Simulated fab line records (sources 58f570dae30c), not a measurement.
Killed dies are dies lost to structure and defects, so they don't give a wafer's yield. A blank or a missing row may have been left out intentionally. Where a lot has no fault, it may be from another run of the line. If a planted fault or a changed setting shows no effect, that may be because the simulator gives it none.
fab line records    flow berkeley-cmos170
record: lots: 13  wafers: 39  last-day: 12
route steps=331 shown SPACER@171 SILICIDE@211 V1@258
lots untouched by any fault: they come from a run of this same line in which no faults occurred
start-h: hours from the record's opening day to when the first of the lot's shown wafers began    wait-h: time in hours since the lot's previous step    " the same as in the row above    L1.1+2: several wafers, shown together as one row    - no value, or no start given    * or withheld: withheld    < > ~ a bound
route shown NAME@n: a module of which the file shows steps, and the number in the route of the first    usual: mean/standard deviation of fault-free wafers    same: alike in all rows    chamber/n: place in a boat    sites: each site's reading    _std_site: standard deviation of those values    _edge_site: outer sites' mean less inner sites'    radius-mm: how far each site lies from the wafer's centre    mask NAME#n: copy n    behind: the last tool/chamber to shape the wafer    hold: what put the lot on hold/how long, in hours/how the hold closed    device: whichever transistor did not switch (one of n, p or np)    end of line: tests run on the same wafers once the route is complete    a step with no rows: only its recipe    killed: the dies lost at the first sort to structure and to defects; this is not the yield of the wafer    map: shows each die of a wafer: x if killed, . if not, _ if none is there
set.NAME: the setting that was run; set.NAME@STEP: the one run at that earlier step    model.NAME: the simulator's own value behind a step, which no gauge read
the route's steps for a sample of lots (tables are steps, rows are wafers)
services: the hour from which a tool's chamber was out of use, counted from the record's first day as start-h (under 0 if before that day), plus the number of hours and why
== steps ==
step: UCB170_SPACER_CVD_00
recipe: material: SiO2  target-thk-nm: 376  temp-c: 390  precursor: TEOS/O2  time-s: 47  rf-w: 550  pressure-mtorr: 9000
usual: heater-power-w: 267/42  rf-fwd-power-W: 544.1/2.3
lot.wafer  tool      chamber  start-h  wait-h  heater-power-w  rf-fwd-power-W
L885.1     pecvd-03  0        124.09   0.0     315             540.9
L885.4     "         2        "        "       304             546.3
L885.6     "         1        "        "       229             546.8
L887.1     pecvd-01  0        150.95   0.0     243             543.4
L887.3     "         2        "        "       281             544.0
L887.5     "         2        "        "       281             545.0
L888.1     pecvd-03  2        151.73   0.0     312             546.9
L888.5     "         1        "        "       312             547.4
L888.6     "         2        "        "       312             546.3
L890.1     pecvd-01  2        173.92   0.0     274             548.7
L890.3     "         0        "        "       234             543.4
L890.5     "         1        "        "       321             544.3
L892.2     pecvd-03  0        179.12   0.0     335             544.0
L892.5     "         1        "        "       314             546.4
L892.6     "         2        "        "       299             542.3
L893.4     pecvd-02  2        179.75   0.0     211             541.0
L893.5     "         0        "        "       224             543.3
L893.6     "         1        "        "       220             543.4
L898.1     pecvd-02  0        195.35   0.0     221             543.2
L898.5     "         1        "        "       279             542.5
L898.6     "         0        "        "       235             543.9
L901.3     pecvd-02  2        222.63   0.0     208             538.2
L901.4     "         2        "        "       225             540.7
L901.5     "         1        "        "       203             542.9
L902.3     pecvd-02  1        223.23   0.0     261             542.7
L902.4     "         2        "        "       266             541.1
L902.6     "         1        "        "       271             543.9
L904.1     pecvd-03  1        231.20   0.0     242             546.6
L904.3     "         1        "        "       261             546.6
L904.5     "         0        "        "       349             544.2
L905.1     pecvd-01  2        236.78   0.0     257             545.5
L905.3     "         0        "        "       194             545.3
L905.6     "         0        "        "       206             543.5
L906.1     pecvd-03  2        236.97   0.0     320             547.1
L906.3     "         0        "        "       357             539.6
L906.4     "         0        "        "       260             538.5
L908.1     pecvd-01  1        245.67   0.0     267             542.8
L908.4     "         0        "        "       217             546.5
L908.5     "         1        "        "       277             546.1
step: UCB170_SILICIDE_SPUTTER_01
recipe: material: Ti  target-thk-nm: 30  time-s: 25  power-w: 1500  chamber-pressure-pa: 0.5
usual: throttle-valve-pct: 30.8/0.63
lot.wafer  tool            chamber  start-h  wait-h  throttle-valve-pct
L885.1     pvd-sputter-03  -        133.57   0.0     29.9
L885.4     "               -        "        "       31.8
L885.6     "               -        "        "       30.5
L887.1     pvd-sputter-04  -        161.87   0.0     30.2
L887.3     "               -        "        "       31.8
L887.5     "               -        "        "       30.0
L888.1     pvd-sputter-01  -        162.16   0.0     30.3
L888.5     "               -        "        "       30.6
L888.6     "               -        "        "       30.4
L890.1     pvd-sputter-04  -        181.75   0.0     30.5
L890.3     "               -        "        "       31.7
L890.5     "               -        "        "       31.9
L892.2     pvd-sputter-03  -        189.29   0.0     30.5
L892.5     "               -        "        "       31.8
L892.6     "               -        "        "       30.0
L893.4     pvd-sputter-04  -        189.48   0.0     30.0
L893.5     "               -        "        "       30.2
L893.6     "               -        "        "       31.6
L898.1     pvd-sputter-01  -        206.90   0.0     30.5
L898.5     "               -        "        "       30.3
L898.6     "               -        "        "       30.5
L901.3     pvd-sputter-01  -        232.71   0.0     30.6
L901.4     "               -        "        "       31.7
L901.5     "               -        "        "       31.7
L902.3     pvd-sputter-01  -        233.30   0.0     31.6
L902.4     "               -        "        "       30.3
L902.6     "               -        "        "       30.5
L904.1     pvd-sputter-03  -        243.29   0.0     30.1
L904.3     "               -        "        "       31.0
L904.5     "               -        "        "       31.1
L906.1     pvd-sputter-03  -        249.03   0.0     31.2
L906.3     "               -        "        "       30.6
L906.4     "               -        "        "       31.9
L905.1     pvd-sputter-01  -        249.07   0.0     30.6
L905.3     "               -        "        "       30.4
L905.6     "               -        "        "       30.9
L908.1     pvd-sputter-01  -        256.19   0.0     30.8
L908.4     "               -        "        "       30.5
L908.5     "               -        "        "       31.7
step: UCB170_SILICIDE_RS_MEAS_02
recipe: thk-meas-gauge: four-point-probe  reads: Ti_of_SILICIDE_SPUTTER_01
usual: SILICIDE_TI_RS: 26.2/0.4
lot.wafer  tool           chamber  start-h  wait-h  SILICIDE_TI_RS[ohm/sq]
L885.1     film-metro-01  -        133.60   0.0     26.3
L885.4     "              -        "        "       26.4
L885.6     "              -        "        "       26.3
L887.1     film-metro-01  -        161.90   0.0     26.0
L887.3     "              -        "        "       26.1
L887.5     "              -        "        "       26.0
L888.1     film-metro-04  -        162.19   0.0     26.4
L888.5     "              -        "        "       26.7
L888.6     "              -        "        "       26.3
L890.1     film-metro-04  -        181.83   0.1     25.9
L890.3     "              -        "        "       26.0
L890.5     "              -        "        "       25.9
L892.2     film-metro-01  -        189.40   0.1     26.2
L892.5     "              -        "        "       26.3
L892.6     "              -        "        "       26.3
L893.4     film-metro-04  -        189.57   0.1     35.1
L893.5     "              -        "        "       26.4
L893.6     "              -        "        "       26.6
L898.1     film-metro-03  -        206.94   0.0     26.3
L898.5     "              -        "        "       26.2
L898.6     "              -        "        "       26.7
L901.3     film-metro-01  -        232.78   0.1     26.2
L901.4     "              -        "        "       26.1
L901.5     "              -        "        "       26.2
L902.3     film-metro-03  -        233.37   0.1     26.5
L902.4     "              -        "        "       26.2
L902.6     "              -        "        "       26.7
L904.1     film-metro-01  -        243.32   0.0     26.3
L904.3     "              -        "        "       26.7
L904.5     "              -        "        "       26.8
L906.1     film-metro-04  -        249.06   0.0     26.4
L906.3     "              -        "        "       26.1
L906.4     "              -        "        "       26.0
L905.1     film-metro-03  -        249.10   0.0     26.6
L905.3     "              -        "        "       26.2
L905.6     "              -        "        "       26.2
L908.1     film-metro-04  -        256.22   0.0     25.0
L908.4     "              -        "        "       25.1
L908.5     "              -        "        "       25.7
step: UCB170_SILICIDE_THK_MEAS_03
recipe: thk-meas-gauge: xrf  reads: Ti_of_SILICIDE_SPUTTER_01
usual: SILICIDE_TI_THK: 29.5/0.41
lot.wafer  tool           chamber  start-h  wait-h  SILICIDE_TI_THK[nm]
L885.1     film-metro-01  -        133.72   0.1     29.4
L885.4     "              -        "        "       29.3
L885.6     "              -        "        "       29.6
L887.1     film-metro-01  -        162.02   0.1     29.7
L887.3     "              -        "        "       29.6
L887.5     "              -        "        "       29.6
L888.1     film-metro-04  -        162.31   0.1     29.3
L888.5     "              -        "        "       29.2
L888.6     "              -        "        "       29.4
L890.1     film-metro-04  -        181.95   0.1     29.9
L890.3     "              -        "        "       29.8
L890.5     "              -        "        "       29.7
L892.2     film-metro-01  -        189.51   0.1     29.3
L892.5     "              -        "        "       29.4
L892.6     "              -        "        "       29.5
L893.4     film-metro-04  -        189.66   0.1     23.0
L893.5     "              -        "        "       29.1
L893.6     "              -        "        "       29.0
L898.1     film-metro-03  -        207.06   0.1     29.3
L898.5     "              -        "        "       29.7
L898.6     "              -        "        "       29.2
L901.3     film-metro-01  -        232.88   0.1     29.3
L901.4     "              -        "        "       29.4
L901.5     "              -        "        "       29.3
L902.3     film-metro-03  -        233.47   0.1     29.2
L902.4     "              -        "        "       29.5
L902.6     "              -        "        "       28.9
L904.1     film-metro-01  -        243.44   0.1     29.4
L904.3     "              -        "        "       29.0
L904.5     "              -        "        "       28.8
L906.1     film-metro-04  -        249.18   0.1     29.5
L906.3     "              -        "        "       29.8
L906.4     "              -        "        "       29.6
L905.1     film-metro-03  -        249.22   0.1     29.2
L905.3     "              -        "        "       29.5
L905.6     "              -        "        "       29.7
L908.1     film-metro-04  -        256.34   0.1     30.8
L908.4     "              -        "        "       30.8
L908.5     "              -        "        "       30.1
step: UCB170_SILICIDE_RTA_04
recipe: temp-c: 650  time-s: 15  ambient: N2
usual: lamp-power-pct: 11.00/0.054  wafer_temp_C_max: 653.7/0.79
lot.wafer  tool           chamber  start-h  wait-h  lamp-power-pct  wafer_temp_C_max
L885.1     rtp-anneal-01  0        133.78   0.1     11.05           654.0
L885.4     "              0        "        "       11.03           654.1
L885.6     "              0        "        "       11.05           652.9
L887.1     rtp-anneal-01  0        162.08   0.1     11.05           653.1
L887.3     "              0        "        "       11.03           652.5
L887.5     "              0        "        "       11.05           653.8
L888.1     rtp-anneal-01  0        162.37   0.1     11.05           652.7
L888.5     "              0        "        "       11.04           653.4
L888.6     "              0        "        "       11.02           653.0
L890.1     rtp-anneal-01  0        182.01   0.1     11.04           653.1
L890.3     "              0        "        "       11.04           653.5
L890.5     "              0        "        "       11.05           653.4
L892.2     rtp-anneal-01  0        189.57   0.1     11.04           652.9
L892.5     "              0        "        "       11.05           652.6
L892.6     "              0        "        "       11.04           653.3
L893.4     rtp-anneal-02  0        189.73   0.1     10.95           654.7
L893.5     "              0        "        "       10.93           654.5
L893.6     "              0        "        "       10.93           653.5
L898.1     rtp-anneal-01  0        207.12   0.1     11.04           653.4
L898.5     "              0        "        "       11.06           652.0
L898.6     "              0        "        "       11.03           653.2
L901.3     rtp-anneal-02  0        232.94   0.1     10.94           653.1
L901.4     "              0        "        "       10.93           653.5
L901.5     "              0        "        "       10.93           654.1
L902.3     rtp-anneal-01  0        233.53   0.1     11.04           653.0
L902.4     "              0        "        "       11.02           652.6
L902.6     "              0        "        "       11.05           653.5
L904.1     rtp-anneal-02  0        243.50   0.1     10.95           654.4
L904.3     "              0        "        "       10.93           654.0
L904.5     "              0        "        "       10.94           654.2
L906.1     rtp-anneal-02  0        249.24   0.1     10.93           652.8
L906.3     "              0        "        "       10.93           653.2
L906.4     "              0        "        "       10.92           653.7
L905.1     rtp-anneal-01  0        249.28   0.1     11.05           652.7
L905.3     "              0        "        "       11.03           653.7
L905.6     "              0        "        "       11.04           653.5
L908.1     rtp-anneal-02  0        256.40   0.1     10.93           654.8
L908.4     "              0        "        "       10.94           654.5
L908.5     "              0        "        "       10.91           653.6
step: UCB170_V1_THK_MEAS_04
recipe: reads: SiO2_of_V1_CVD_00
usual: V1_POLISHED_THK: 1014.6/1.2
lot.wafer  tool           chamber  start-h  wait-h  V1_POLISHED_THK[nm]
L885.1     film-metro-02  -        149.67   0.1     1015.3
L885.4     "              -        "        "       1015.5
L885.6     "              -        "        "       1015.9
L887.1     film-metro-03  -        173.16   0.1     1012.6
L887.3     "              -        "        "       1015.0
L887.5     "              -        "        "       1015.3
L888.1     film-metro-02  -        173.16   0.1     1013.7
L888.5     "              -        "        "       1015.0
L888.6     "              -        "        "       1014.1
L890.1     film-metro-03  -        196.09   0.1     1014.0
L890.3     "              -        "        "       1015.1
L890.5     "              -        "        "       1013.9
L892.2     film-metro-03  -        202.28   0.1     1016.4
L892.5     "              -        "        "       1014.5
L892.6     "              -        "        "       1014.4
L893.4     film-metro-01  -        202.30   0.1     1013.7
L893.5     "              -        "        "       1016.1
L893.6     "              -        "        "       1012.5
L898.1     film-metro-03  -        222.42   0.1     1013.8
L898.5     "              -        "        "       1013.0
L898.6     "              -        "        "       1014.4
L901.3     film-metro-01  -        246.60   0.1     1015.6
L901.4     "              -        "        "       1014.0
L901.5     "              -        "        "       1015.1
L902.3     film-metro-01  -        246.90   0.1     1014.7
L902.4     "              -        "        "       1015.4
L902.6     "              -        "        "       1016.3
L904.1     film-metro-01  -        254.35   0.1     1012.8
L904.3     "              -        "        "       1014.5
L904.5     "              -        "        "       1014.9
L905.1     film-metro-01  -        261.88   0.1     1015.9
L905.3     "              -        "        "       1013.7
L905.6     "              -        "        "       1017.1
L906.1     film-metro-03  -        262.17   0.1     1014.8
L906.3     "              -        "        "       1013.0
L906.4     "              -        "        "       1014.1
L908.1     film-metro-01  -        270.41   0.1     1015.4
L908.4     "              -        "        "       1014.6
L908.5     "              -        "        "       1016.5
== services ==
tool            chamber  start-h  hours  kind
pvd-sputter-03  -        100.64   9.3    repair
pecvd-02        -        103.45   14.6   pm
pecvd-02        0        125.39   6.7    repair
pecvd-03        -        132.07   11.0   repair
rtp-anneal-02   -        133.37   40.3   pm
pecvd-01        -        135.50   14.0   pm
pecvd-01        0        135.50   14.0   vent-cycle
pecvd-01        1        135.50   14.0   vent-cycle
pecvd-01        2        135.50   14.0   vent-cycle
pecvd-01        0        149.50   -      clean
pecvd-01        1        149.50   -      clean
pecvd-01        2        149.50   -      clean
pecvd-01        -        152.29   0.9    repair
pecvd-02        -        197.08   5.5    pm
pvd-sputter-03  -        203.26   1.6    repair
pvd-sputter-01  3        204.91   -      consumable-replace:kit
pvd-sputter-01  3        204.91   18.0   scheduled-down
pvd-sputter-01  3        204.91   18.0   vent-cycle
pecvd-02        -        220.83   0.9    repair
pecvd-03        2        228.43   5.3    repair
pecvd-02        -        242.50   14.0   pm
pecvd-02        0        242.50   14.0   vent-cycle
pecvd-02        1        242.50   14.0   vent-cycle
pvd-sputter-03  -        254.48   6.8    repair
== key ==
first-sign: step: UCB170_SILICIDE_RS_MEAS_02  reading: SILICIDE_TI_RS  direction: up  sigmas: 23  usual: 26.2  struck: 35.1
effect: step: UCB170_SILICIDE_THK_MEAS_03  reading: SILICIDE_TI_THK  direction: down  sigmas: 16  usual: 29.5  struck: 23.0
met-at UCB170_SILICIDE_SPUTTER_01
struck-lots L893
struck-wafers L893.4
tester-left-out L893
not-acting-at UCB170_SPACER_CVD_00,UCB170_SILICIDE_RTA_04,UCB170_V1_THK_MEAS_04
onset-between 161.87 189.48
fault: kind: process-parameter-drift  tool: pvd-sputter-04  chamber: -  onset-h: 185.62  steps: UCB170_SILICIDE_SPUTTER_01  channel: time-s  offset: *  shape: step  end-h: 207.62  acts-in: *  stated: *  scope: struck-wafers-only
tester-left-out: of these lots the tester's yield and bins aren't shown, on N5 and GAA mostly nor the transistor test; their killed dies are dies lost to structure and defects alone, not to doping, threshold or leakage, so they don't give the yield
